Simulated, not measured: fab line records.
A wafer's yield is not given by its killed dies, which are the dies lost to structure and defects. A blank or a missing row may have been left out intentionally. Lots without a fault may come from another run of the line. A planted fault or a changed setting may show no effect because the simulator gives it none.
Which tool is to blame?	flow berkeley cmos170	13 lots with 39 wafers sampled at 4 steps, on a route of 331 steps

== WHAT EACH GAUGE READ, for each wafer ==
UCB170_M2_CD_MEAS_15: the cd target is 700 nm.
lot	measured	on	cd nm (nm)
L257	day 8 14:22	cd sem-01	700.1 699.7 699.0
L261	day 9 17:07	cd sem-02	701.9 698.4 699.3
L262	day 9 18:39	cd sem-02	700.3 700.6 700.6
L263	day 9 21:26	cd sem-02	701.2 700.5 700.9
L270	day 11 08:29	cd sem-02	701.8 701.4 702.3
L271	day 11 08:24	cd sem-01	697.9 698.1 697.3
L273	day 11 19:38	cd sem-02	697.3 697.7 696.4
L272	day 11 21:13	cd sem-02	700.0 699.8 699.9
L278	day 12 09:00	cd sem-01	701.1 700.3 700.0
L274	day 12 11:46	cd sem-01	699.7 699.6 700.4
L279	day 13 10:49	cd sem-02	699.1 699.4 698.1
L276	day 13 10:58	cd sem-01	697.0 698.0 697.2
L280	day 13 20:08	cd sem-02	698.8 699.6 700.1

UCB170_M3_RS_MEAS_02: the measuring method here is four-point-probe.
lot	measured	on	M3_AL_RS (ohm/sq)
L257	day 8 17:49	film metro-01	0.0328 0.0329 0.0323
L261	day 9 21:28	film metro-01	0.0326 0.0322 0.0321
L262	day 9 22:23	film metro-02	0.0324 0.0323 0.0322
L263	day 10 01:07	film metro-03	0.0319 0.0321 0.0324
L270	day 11 12:02	film metro-03	0.0322 0.0318 0.0320
L271	day 11 12:19	film metro-02	0.0320 0.0320 0.0316
L273	day 11 23:02	film metro-03	0.0323 0.0319 0.0326
L272	day 12 00:23	film metro-03	0.0321 0.0320 0.0320
L278	day 12 12:48	film metro-03	0.0319 0.0317 0.0324
L274	day 12 15:16	film metro-01	0.0323 0.0319 0.0320
L279	day 13 13:56	film metro-02	0.0316 0.0315 0.0316
L276	day 13 14:05	film metro-01	0.0317 0.0318 0.0317
L280	day 13 23:43	film metro-03	0.0323 0.0323 0.0319

UCB170_M3_THK_MEAS_03: measures by xrf.
lot	measured	on	M3_AL_THK (nm)
L257	day 8 17:56	film metro-01	893 889 906
L261	day 9 21:35	film metro-01	899 905 906
L262	day 9 22:29	film metro-02	893 902 903
L263	day 10 01:14	film metro-03	915 912 898
L270	day 11 12:08	film metro-03	913 918 912
L271	day 11 12:26	film metro-02	910 910 911
L273	day 11 23:10	film metro-03	907 915 899
L272	day 12 00:30	film metro-03	910 906 914
L278	day 12 12:55	film metro-03	916 917 903
L274	day 12 15:22	film metro-01	903 913 913
L279	day 13 14:03	film metro-02	914 926 916
L276	day 13 14:12	film metro-01	926 926 926
L280	day 13 23:50	film metro-03	905 900 914

== WHICH TOOL RAN EACH LOT (tool, then ch and the chambers of the sampled wafers, then the start) ==
lot	UCB170_SILICIDE_WET_ETCH_05
L257	wet bench-03 ch 1, day 7 21:10
L261	wet bench-02 ch 1, day 9 01:26
L262	wet bench-04 ch 1, day 9 01:52
L263	wet bench-03 ch 2, day 9 02:29
L270	wet bench-04 ch 2, day 10 12:01
L271	wet bench-04 ch 3, day 10 12:26
L273	wet bench-04 ch 0, day 11 06:38
L272	wet bench-04 ch 0, day 11 07:11
L278	wet bench-04 ch 2, day 11 20:07
L274	wet bench-02 ch 0, day 11 20:25
L279	wet bench-02 ch 3, day 12 17:44
L276	wet bench-04 ch 3, day 12 17:56
L280	wet bench-04 ch 3, day 13 01:56
- UCB170_SILICIDE_WET_ETCH_05: etches Ti in SPM, time 45 s.

== AS READ BY THE TOOLS THEMSELVES (means over the sampled wafers that have a number; for cases with no such wafer, the mark the record gives instead) ==
UCB170_SILICIDE_WET_ETCH_05.
lot	tool	temp c (C)
L257	wet bench-03	119.96
L261	wet bench-02	120.13
L262	wet bench-04	120.24
L263	wet bench-03	119.86
L270	wet bench-04	120.01
L271	wet bench-04	119.92
L273	wet bench-04	120.01
L272	wet bench-04	119.89
L278	wet bench-04	120.06
L274	wet bench-02	119.95
L279	wet bench-02	119.97
L276	wet bench-04	119.84
L280	wet bench-04	120.04

== THE ANSWER, worked out from the rows above alone ==
Rule: the usual values come from the lots themselves. Put in order of their means at a reading, lots are off if they are a third of the lots or fewer, leave a main group of 4 or more, and stand apart from it by a gap of 3 or more times the standard deviation of the main group's means; of several such gaps the widest counts. Not used: any main group whose means are identical at the precision the tables above print for the reading. A lot without any number at a reading at which 4 lots or more have one is off too. The other lots that the step has rows for count as sound. The gauges are gone through in route order, then the tools' own readings, and for those a lot's mean is taken as printed above. The first step at which some lot is off is used, and at that step the reading that is off furthest; a lot without a number counts as furthest.
No lot is off at any reading shown: from this, nothing can be told.

== WHAT THE SIMULATOR HAD PUT IN ==
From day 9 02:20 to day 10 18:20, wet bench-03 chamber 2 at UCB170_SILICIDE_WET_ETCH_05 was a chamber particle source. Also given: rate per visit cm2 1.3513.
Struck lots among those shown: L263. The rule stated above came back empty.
